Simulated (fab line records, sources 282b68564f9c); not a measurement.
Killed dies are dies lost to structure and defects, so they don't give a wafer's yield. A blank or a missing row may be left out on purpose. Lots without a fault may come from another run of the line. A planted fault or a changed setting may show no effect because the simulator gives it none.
Which tool did it? | flow rit_cmos | 13 lots, 39 wafers sampled, at 2 steps of a route of 202

WHAT THE GAUGES READ, wafer by wafer
The record holds no reading of a measuring or inspecting step that can be judged against a usual standard deviation.

WHICH TOOL RAN EACH LOT (tool, then ch and the chambers of the sampled wafers, then the start)
lot  | RIT_NSD_EXPOSE_03                  | RIT_M1_PROBE_99
L269 | iline_stepper-01 ch 0, day 2 23:17 | prober-02, day 3 09:53
L271 | iline_stepper-01 ch 0, day 3 10:45 | prober-02, day 3 22:31
L272 | iline_stepper-01 ch 0, day 3 15:41 | prober-01, day 4 02:16
L273 | iline_stepper-01 ch 0, day 3 19:44 | prober-02, day 4 06:31
L274 | iline_stepper-01 ch 0, day 4 00:35 | prober-01, day 4 11:46
L275 | iline_stepper-02 ch 0, day 4 04:16 | prober-02, day 4 15:01
L276 | iline_stepper-02 ch 0, day 4 09:23 | prober-01, day 4 19:35
L279 | iline_stepper-01 ch 0, day 5 00:23 | prober-01, day 5 11:39
L288 | iline_stepper-01 ch 0, day 7 02:17 | prober-02, day 7 12:40
L289 | iline_stepper-01 ch 0, day 7 06:55 | prober-01, day 7 17:11
L290 | iline_stepper-01 ch 0, day 7 10:37 | prober-02, day 7 21:02
L291 | iline_stepper-02 ch 0, day 7 12:14 | prober-02, day 7 23:59
L292 | iline_stepper-02 ch 0, day 7 18:25 | prober-01, day 8 04:38
- RIT_NSD_EXPOSE_03: exposes mask M9, target cd 40700 nm.
- RIT_M1_PROBE_99

WHAT THE TOOLS THEMSELVES READ (means of the sampled wafers that have a number; where no wafer has one, the mark that the record gives instead)
RIT_M1_PROBE_99. Usual: killed_at_contacts 0.1, standard deviation 0.25; killed_at_front_end 7.1, standard deviation 2.9; killed_dies 7.2, standard deviation 2.9; killed_open 3.6, standard deviation 1.9; killed_short 3.5, standard deviation 1.9.
lot  | tool      | killed_at_contacts | killed_at_front_end | killed_dies | killed_open | killed_short | flag
L269 | prober-02 | 0.0                | 5.7                 | 5.7         | 3.3         | 2.3          |
L271 | prober-02 | 0.0                | 6.0                 | 6.0         | 2.3         | 3.7          |
L272 | prober-01 | 0.0                | 4.7                 | 4.7         | 2.3         | 2.3          |
L273 | prober-02 | 0.3                | 6.7                 | 7.0         | 4.7         | 2.3          |
L274 | prober-01 | 0.0                | 7.3                 | 7.3         | 5.0         | 2.3          |
L275 | prober-02 | 0.0                | 8.7                 | 8.7         | 4.0         | 4.7          |
L276 | prober-01 | 0.0                | 6.0                 | 6.0         | 4.0         | 2.0          |
L279 | prober-01 | 0.3                | 8.3                 | 8.7         | 4.3         | 4.3          |
L288 | prober-02 | 0.0                | 9.3                 | 9.3         | 4.0         | 4.7          |
L289 | prober-01 | 0.3                | 9.0                 | 9.3         | 5.3         | 4.0          |
L290 | prober-02 | 0.0                | 8.0                 | 8.0         | 4.3         | 3.7          |
L291 | prober-02 | 0.0                | 6.7                 | 6.7         | 3.3         | 3.3          |
L292 | prober-01 | 0.0                | 8.0                 | 8.0         | 3.0         | 5.0          |

THE ANSWER, worked out from the rows above alone
Rule: a lot is off if the mean of its wafers that have a number lies more than 3 standard deviations from the usual mean. A lot without any number at a reading at which 4 lots or more have one is off too. The other lots that the step has rows for count as sound. The gauges are gone through in route order, then the tools' own readings, and for those a lot's mean is taken as printed above. The first step at which some lot is off is used, and at that step the reading that is off furthest; a lot without a number counts as furthest.
No lot is off at any reading shown: from this, nothing can be told.

WHAT THE SIMULATOR HAD PUT IN
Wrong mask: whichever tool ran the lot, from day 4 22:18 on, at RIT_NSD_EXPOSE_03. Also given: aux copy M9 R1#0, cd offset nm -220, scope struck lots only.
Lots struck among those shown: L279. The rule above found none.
